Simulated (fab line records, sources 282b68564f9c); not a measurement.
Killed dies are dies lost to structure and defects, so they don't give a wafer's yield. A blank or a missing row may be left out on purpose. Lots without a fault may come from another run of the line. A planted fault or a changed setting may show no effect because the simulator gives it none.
Which tool did it? | flow rit_cmos | 14 lots, 42 wafers sampled, at 2 steps of a route of 202

WHAT THE GAUGES READ, wafer by wafer
RIT_PRETRO_OVL_MEAS_06. Usual: PRETRO_OVL -0.1 nm, standard deviation 1.4.
lot  | measured    | on         | PRETRO_OVL (nm) | flag
L943 | day 2 09:37 | overlay-02 | -2.9 -1.1 -2.2  |
L944 | day 2 17:12 | overlay-01 | -1.8 -1.3 1.0   |
L945 | day 2 21:11 | overlay-01 | 1.8 1.2 1.7     |
L946 | day 2 23:33 | overlay-02 | -1.2 -2.1 0.4   |
L947 | day 3 04:33 | overlay-02 | 0.9 2.1 -0.1    |
L949 | day 3 12:45 | overlay-02 | 1.7 3.0 0.7     |
L951 | day 4 06:31 | overlay-02 | 0.9 1.3 1.2     |
L953 | day 4 13:31 | overlay-01 | -1.3 -1.8 -2.0  |
L955 | day 4 20:44 | overlay-02 | 1.2 1.9 0.4     |
L956 | day 5 01:59 | overlay-02 | -0.2 -2.7 -1.3  |
L960 | day 5 23:45 | overlay-01 | 0.6 -0.6 -1.0   |
L962 | day 6 07:25 | overlay-01 | - - -           | OFF
L963 | day 6 13:43 | overlay-01 | - - -           | OFF
L964 | day 6 19:47 | overlay-01 | -2.9 -1.4 -1.0  |

WHICH TOOL RAN EACH LOT (tool, then ch and the chambers of the sampled wafers, then the start)
lot  | RIT_PRETRO_COAT_01
L943 | litho_track-01 ch 0, day 2 08:55
L944 | litho_track-04 ch 0, day 2 16:22
L945 | litho_track-01 ch 0, day 2 20:27
L946 | litho_track-03 ch 0, day 2 22:49
L947 | litho_track-04 ch 0, day 3 03:49
L949 | litho_track-01 ch 0, day 3 11:55
L951 | litho_track-03 ch 0, day 4 05:49
L953 | litho_track-03 ch 0, day 4 12:40
L955 | litho_track-01 ch 0, day 4 20:01
L956 | litho_track-04 ch 0, day 5 01:16
L960 | litho_track-03 ch 0, day 5 23:04
L962 | litho_track-03, day 6 06:33
L963 | litho_track-03, day 6 12:59
L964 | litho_track-04 ch 0, day 6 18:55
- RIT_PRETRO_COAT_01: resist thk 1300 nm.

WHAT THE TOOLS THEMSELVES READ (means of the sampled wafers that have a number; where no wafer has one, the mark that the record gives instead)
RIT_PRETRO_COAT_01. Usual: chill_plate_temp_C 23.00 C, standard deviation 0.12; dispense_pressure_kPa 53 kPa, standard deviation 5.2.
lot  | tool           | chill_plate_temp_C (C) | dispense_pressure_kPa (kPa) | flag
L943 | litho_track-01 | 22.92                  | 54                          |
L944 | litho_track-04 | 23.01                  | 59                          |
L945 | litho_track-01 | 23.10                  | 54                          |
L946 | litho_track-03 | 22.92                  | 47                          |
L947 | litho_track-04 | 23.03                  | 59                          |
L949 | litho_track-01 | 22.96                  | 54                          |
L951 | litho_track-03 | 23.15                  | 47                          |
L953 | litho_track-03 | 22.90                  | 47                          |
L955 | litho_track-01 | 22.93                  | 54                          |
L956 | litho_track-04 | 23.01                  | 59                          |
L960 | litho_track-03 | 23.14                  | 47                          |
L962 | litho_track-03 | -                      | -                           | OFF
L963 | litho_track-03 | -                      | -                           | OFF
L964 | litho_track-04 | 23.12                  | 59                          |

THE ANSWER, worked out from the rows above alone
Rule: a lot is off if the mean of its wafers that have a number lies more than 3 standard deviations from the usual mean. A lot without any number at a reading at which 4 lots or more have one is off too. The other lots that the step has rows for count as sound. The gauges are gone through in route order, then the tools' own readings, and for those a lot's mean is taken as printed above. The first step at which some lot is off is used, and at that step the reading that is off furthest; a lot without a number counts as furthest.
Off: L962, L963, at RIT_PRETRO_OVL_MEAS_06 (PRETRO_OVL). Without a number there: L962, L963.
A tool fits if, at a process step before that reading, it ran every lot that is off, and no sound lot after the first of them. The gauges at RIT_PRETRO_OVL_MEAS_06 aren't tried: what is off there is off at RIT_PRETRO_COAT_01 too, on other tools, and a gauge's error can't cause that. One fits: litho_track-03 at RIT_PRETRO_COAT_01. Its last sound lot is L960 (day 5 23:04), its first lot that is off L962 (day 6 06:33): a fault that began between those two fits.
Blank at RIT_PRETRO_COAT_01 on the lots that are off, where sound lots have numbers: chill_plate_temp_C, dispense_pressure_kPa.

WHAT THE SIMULATOR HAD PUT IN
Skipped step whole: litho_track-03, from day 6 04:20 on, at RIT_PRETRO_COAT_01. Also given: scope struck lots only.
Lots struck among those shown: L962, L963. The rule above found the same.
